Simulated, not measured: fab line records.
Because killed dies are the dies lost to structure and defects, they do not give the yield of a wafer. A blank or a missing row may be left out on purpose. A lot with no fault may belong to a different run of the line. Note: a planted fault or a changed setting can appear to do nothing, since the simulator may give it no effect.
Chamber matching :: flow berkeley-cmos170 :: UCB170_M2_ETCH_17 on rie-diel-02: 4 sister chambers
The step etches BARC in N2/H2. 16 wafers are shown with their chamber, then 8 later ones without.

## WAFERS, EACH WITH ITS CHAMBER
wafer: L697.2
chamber: 3
drypump-motor-current-A (A): 5.0
throttle-valve-pct (%): 13.48
oes-product-au (a.u.): 0.966

wafer: L697.4
chamber: 1
drypump-motor-current-A (A): 5.8
throttle-valve-pct (%): 13.49
oes-product-au (a.u.): 0.985

wafer: L697.6
chamber: 0
drypump-motor-current-A (A): 4.9
throttle-valve-pct (%): 13.30
oes-product-au (a.u.): 0.995

wafer: L698.2
chamber: 1
drypump-motor-current-A (A): 5.8
throttle-valve-pct (%): 13.48
oes-product-au (a.u.): 0.999

wafer: L698.3
chamber: 2
drypump-motor-current-A (A): 5.0
throttle-valve-pct (%): 13.34
oes-product-au (a.u.): 1.025

wafer: L698.4
chamber: 0
drypump-motor-current-A (A): 4.9
throttle-valve-pct (%): 13.31
oes-product-au (a.u.): 1.004

wafer: L699.1
chamber: 1
drypump-motor-current-A (A): 5.8
throttle-valve-pct (%): 13.48
oes-product-au (a.u.): 0.993

wafer: L699.2
chamber: 3
drypump-motor-current-A (A): 5.0
throttle-valve-pct (%): 13.45
oes-product-au (a.u.): 0.967

wafer: L699.5
chamber: 3
drypump-motor-current-A (A): 5.0
throttle-valve-pct (%): 13.48
oes-product-au (a.u.): 0.963

wafer: L709.1
chamber: 3
drypump-motor-current-A (A): 5.0
throttle-valve-pct (%): 13.47
oes-product-au (a.u.): 0.969

wafer: L709.2
chamber: 0
drypump-motor-current-A (A): 4.9
throttle-valve-pct (%): 13.30
oes-product-au (a.u.): 0.996

wafer: L709.3
chamber: 1
drypump-motor-current-A (A): 5.8
throttle-valve-pct (%): 13.49
oes-product-au (a.u.): 0.995

wafer: L715.1
chamber: 2
drypump-motor-current-A (A): 5.0
throttle-valve-pct (%): 13.33
oes-product-au (a.u.): 1.019

wafer: L715.2
chamber: 1
drypump-motor-current-A (A): 5.8
throttle-valve-pct (%): 13.48
oes-product-au (a.u.): 0.998

wafer: L715.6
chamber: 2
drypump-motor-current-A (A): 5.0
throttle-valve-pct (%): 13.35
oes-product-au (a.u.): 1.014

wafer: L716.2
chamber: 0
drypump-motor-current-A (A): 5.0
throttle-valve-pct (%): 13.29
oes-product-au (a.u.): 0.994

SIGNATURES (means of the wafers above)
reading: drypump-motor-current-A
chamber 0: 4.925
chamber 1: 5.800
chamber 2: 5.000
chamber 3: 5.000
scatter within a chamber: 0.025

reading: throttle-valve-pct
chamber 0: 13.3000
chamber 1: 13.4840
chamber 2: 13.3400
chamber 3: 13.4700
scatter within a chamber: 0.00966

reading: oes-product-au
chamber 0: 0.99725
chamber 1: 0.99400
chamber 2: 1.01933
chamber 3: 0.96625
scatter within a chamber: 0.00471
Rule: a wafer lies at a distance from a chamber equal to the root of the sum of squares, over the readings, of (its reading less the chamber's mean, divided by the reading's scatter). If the next closest chamber is less than 2 further off than the closest, the wafer can't be placed; otherwise it belongs to the closest. How the scatter is found: for the shown wafers, subtract from each reading the mean of its chamber, square and add these, divide the total by (wafers less chambers), then take the root.

## WAFERS WHOSE CHAMBER IS MISSING
wafer: L716.3
drypump-motor-current-A (A): 5.0
throttle-valve-pct (%): 13.47
oes-product-au (a.u.): 0.976

wafer: L716.6
drypump-motor-current-A (A): 5.8
throttle-valve-pct (%): 13.49
oes-product-au (a.u.): 0.993

wafer: L717.2
drypump-motor-current-A (A): 5.0
throttle-valve-pct (%): 13.46
oes-product-au (a.u.): 0.975

wafer: L717.5
drypump-motor-current-A (A): 4.9
throttle-valve-pct (%): 13.30
oes-product-au (a.u.): 1.004

wafer: L717.6
drypump-motor-current-A (A): 5.0
throttle-valve-pct (%): 13.47
oes-product-au (a.u.): 0.974

wafer: L719.1
drypump-motor-current-A (A): 5.8
throttle-valve-pct (%): 13.50
oes-product-au (a.u.): 1.004

wafer: L719.3
drypump-motor-current-A (A): 5.0
throttle-valve-pct (%): 13.34
oes-product-au (a.u.): 1.026

wafer: L719.6
drypump-motor-current-A (A): 5.8
throttle-valve-pct (%): 13.48
oes-product-au (a.u.): 1.002

## EACH ONE'S CHAMBER
wafer: L716.3
from the rows above: 3
in truth: 3

wafer: L716.6
from the rows above: 1
in truth: 1

wafer: L717.2
from the rows above: 3
in truth: 3

wafer: L717.5
from the rows above: 0
in truth: 0

wafer: L717.6
from the rows above: 3
in truth: 3

wafer: L719.1
from the rows above: 1
in truth: 1

wafer: L719.3
from the rows above: 2
in truth: 2

wafer: L719.6
from the rows above: 1
in truth: 1
Correct placement for 8 of the 8. Not placeable from these rows: 0. Wrongly placed: 0.
